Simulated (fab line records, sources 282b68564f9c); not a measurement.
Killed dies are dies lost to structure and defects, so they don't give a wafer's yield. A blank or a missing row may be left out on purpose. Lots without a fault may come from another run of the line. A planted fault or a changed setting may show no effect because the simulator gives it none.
Which tool did it? | flow rit_cmos | 15 lots, 45 wafers sampled, at 3 steps of a route of 202

WHAT THE GAUGES READ, wafer by wafer
RIT_NWELL_OVL_MEAS_06. Usual: NWELL_OVL 0.6 nm, standard deviation 1.4.
lot  | measured    | on         | NWELL_OVL (nm) | flag
L668 | day 1 20:47 | overlay-02 | -0.7 -1.5 0.8  |
L669 | day 2 01:23 | overlay-01 | -0.8 0.1 2.8   |
L671 | day 2 11:17 | overlay-01 | 1.2 2.3 -0.7   |
L672 | day 2 17:28 | overlay-01 | 1.6 0.9 2.3    |
L673 | day 2 21:59 | overlay-02 | -0.1 -0.8 -0.4 |
L677 | day 3 19:34 | overlay-01 | -1.1 0.6 -1.3  |
L680 | day 4 08:11 | overlay-01 | -1.3 -0.7 0.2  |
L681 | day 4 14:12 | overlay-02 | 3.1 1.3 2.7    |
L683 | day 4 23:36 | overlay-02 | -0.3 0.2 -0.5  |
L684 | day 5 04:18 | overlay-02 | 0.6 -0.7 0.9   |
L685 | day 5 09:23 | overlay-02 | 0.2 -1.9 -2.7  |
L686 | day 5 15:33 | overlay-01 | 0.5 1.2 -1.0   |
L688 | day 6 00:15 | overlay-02 | 0.9 -1.2 1.5   |
L689 | day 6 05:25 | overlay-01 | -0.9 -1.0 -0.7 |
L690 | day 6 14:13 | overlay-02 | 2.4 2.6 2.3    |

RIT_PLDD_OVL_MEAS_06. Usual: PLDD_OVL -1.2 nm, standard deviation 1.3.
lot  | measured    | on         | PLDD_OVL (nm)  | flag
L668 | day 2 18:37 | overlay-02 | -3.4 -1.8 -1.2 |
L669 | day 3 00:34 | overlay-02 | -0.5 -0.4 -2.6 |
L671 | day 3 10:40 | overlay-01 | -1.2 -0.8 -1.1 |
L672 | day 3 15:50 | overlay-01 | -1.0 -1.1 -1.7 |
L673 | day 3 19:41 | overlay-02 | -2.1 -0.4 -1.6 |
L677 | day 4 17:12 | overlay-01 | -1.3 1.0 0.6   |
L680 | day 5 05:54 | overlay-01 | -0.5 -1.0 -1.0 |
L681 | day 5 13:11 | overlay-01 | -1.6 -1.5 -1.3 |
L683 | day 5 21:03 | overlay-02 | 0.3 -0.5 1.5   |
L684 | day 6 03:11 | overlay-02 | -2.0 -1.6 -0.6 |
L685 | day 6 09:19 | overlay-02 | -3.7 -2.6 -2.4 |
L686 | day 6 13:05 | overlay-01 | -1.8 -0.2 0.1  |
L688 | day 7 00:46 | overlay-01 | -0.6 0.7 -1.0  |
L689 | day 7 03:59 | overlay-01 | 1.3 0.9 -0.1   |
L690 | day 7 14:29 | overlay-02 | 0.3 -2.2 -2.2  |

WHICH TOOL RAN EACH LOT (tool, then ch and the chambers of the sampled wafers, then the start)
lot  | RIT_ACTIVE_STRIP_14
L668 | plasma_asher-01 ch 0,1, day 1 15:17
L669 | plasma_asher-02 ch 0,1, day 1 19:50
L671 | plasma_asher-02 ch 0,1, day 2 06:02
L672 | plasma_asher-02 ch 0,1, day 2 11:05
L673 | plasma_asher-03 ch 0,1, day 2 15:50
L677 | plasma_asher-03 ch 0,1, day 3 14:02
L680 | plasma_asher-01 ch 0, day 4 02:50
L681 | plasma_asher-01 ch 0,1, day 4 07:50
L683 | plasma_asher-01 ch 0,1, day 4 17:59
L684 | plasma_asher-03 ch 0,1, day 4 22:58
L685 | plasma_asher-01 ch 0,1, day 5 04:07
L686 | plasma_asher-03 ch 0,1, day 5 08:58
L688 | plasma_asher-02 ch 0,1, day 5 18:50
L689 | plasma_asher-01 ch 0,1, day 5 23:58
L690 | plasma_asher-02 ch 0,1, day 6 04:58
- RIT_ACTIVE_STRIP_14: strips in O2, time 180 s.

WHAT THE TOOLS THEMSELVES READ (means of the sampled wafers that have a number; where no wafer has one, the mark that the record gives instead)
RIT_ACTIVE_STRIP_14. Usual: drypump_motor_current_A 5.6 A, standard deviation 0.43; o2_flow_sccm 4002 sccm, standard deviation 12.
lot  | tool            | drypump_motor_current_A (A) | o2_flow_sccm (sccm) | flag
L668 | plasma_asher-01 | 6.0                         | 4000                |
L669 | plasma_asher-02 | 5.0                         | 3996                |
L671 | plasma_asher-02 | 5.0                         | 4009                |
L672 | plasma_asher-02 | 5.0                         | 4002                |
L673 | plasma_asher-03 | 5.4                         | 3991                |
L677 | plasma_asher-03 | 5.4                         | 4021                |
L680 | plasma_asher-01 | 5.9                         | 3992                |
L681 | plasma_asher-01 | 6.1                         | 3988                |
L683 | plasma_asher-01 | 6.0                         | 4006                |
L684 | plasma_asher-03 | 5.4                         | 3989                |
L685 | plasma_asher-01 | 6.0                         | 4008                |
L686 | plasma_asher-03 | 5.4                         | 3996                |
L688 | plasma_asher-02 | 5.2                         | 3998                |
L689 | plasma_asher-01 | 6.0                         | 3999                |
L690 | plasma_asher-02 | 5.2                         | 3995                |

THE ANSWER, worked out from the rows above alone
Rule: a lot is off if the mean of its wafers that have a number lies more than 3 standard deviations from the usual mean. A lot without any number at a reading at which 4 lots or more have one is off too. The other lots that the step has rows for count as sound. The gauges are gone through in route order, then the tools' own readings, and for those a lot's mean is taken as printed above. The first step at which some lot is off is used, and at that step the reading that is off furthest; a lot without a number counts as furthest.
No lot is off at any reading shown: from this, nothing can be told.

WHAT THE SIMULATOR HAD PUT IN
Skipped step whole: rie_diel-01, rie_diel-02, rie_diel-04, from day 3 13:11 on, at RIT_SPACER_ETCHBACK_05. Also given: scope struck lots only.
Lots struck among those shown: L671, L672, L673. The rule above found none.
